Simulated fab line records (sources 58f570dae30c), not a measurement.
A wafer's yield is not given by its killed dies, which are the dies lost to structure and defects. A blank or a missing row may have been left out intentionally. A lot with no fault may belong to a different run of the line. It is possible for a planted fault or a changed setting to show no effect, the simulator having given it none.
Matching of chambers / flow berkeley_cmos170 / UCB170_GATE_ETCH_15 on rie_si-02 has 4 sister chambers
The step etches poly-Si in HBr/Cl2, stops on SiO2, time 56.3 s, target depth 278.2 nm. 4 wafers are shown with their chamber, then 9 later ones without.

## WAFERS PAIRED WITH THEIR CHAMBERS
wafer=L922.3; chamber=2; throttle_valve_pct (%)=26.79
wafer=L937.1; chamber=1; throttle_valve_pct (%)=26.18
wafer=L937.4; chamber=3; throttle_valve_pct (%)=26.43
wafer=L937.5; chamber=0; throttle_valve_pct (%)=26.70

## WAFERS MISSING THEIR CHAMBER
wafer=L942.1; throttle_valve_pct (%)=26.18
wafer=L942.2; throttle_valve_pct (%)=26.71
wafer=L942.3; throttle_valve_pct (%)=26.43
wafer=L940.1; throttle_valve_pct (%)=26.18
wafer=L940.3; throttle_valve_pct (%)=26.44
wafer=L940.6; throttle_valve_pct (%)=26.42
wafer=L943.3; throttle_valve_pct (%)=26.70
wafer=L943.4; throttle_valve_pct (%)=26.91
wafer=L943.6; throttle_valve_pct (%)=26.71

## EACH ONE'S CHAMBER
wafer=L942.1; from the rows above=1; in truth=1
wafer=L942.2; from the rows above=can't be placed: 0 or 2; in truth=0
wafer=L942.3; from the rows above=3; in truth=3
wafer=L940.1; from the rows above=1; in truth=1
wafer=L940.3; from the rows above=3; in truth=3
wafer=L940.6; from the rows above=3; in truth=3
wafer=L943.3; from the rows above=0; in truth=0
wafer=L943.4; from the rows above=2; in truth=2
wafer=L943.6; from the rows above=can't be placed: 0 or 2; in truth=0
Correctly placed: 7 of 9. Cannot be placed on the basis of these rows: 2; the candidates contain the true chamber in 2. Number placed wrongly: 0.
How it was worked out, from the rows above alone: a wafer's distance from a chamber is the root of the sum, over the readings, of the square of ((its reading less the chamber's mean) divided by the reading's scatter). The wafer belongs to the nearest chamber; if the next one is less than 2 further off, it can't be placed. The mean given for a chamber averages the wafers shown for that chamber. The scatter: with one shown wafer a chamber, the root of the mean of the squares of how far each hidden wafer lies from its nearest shown one.
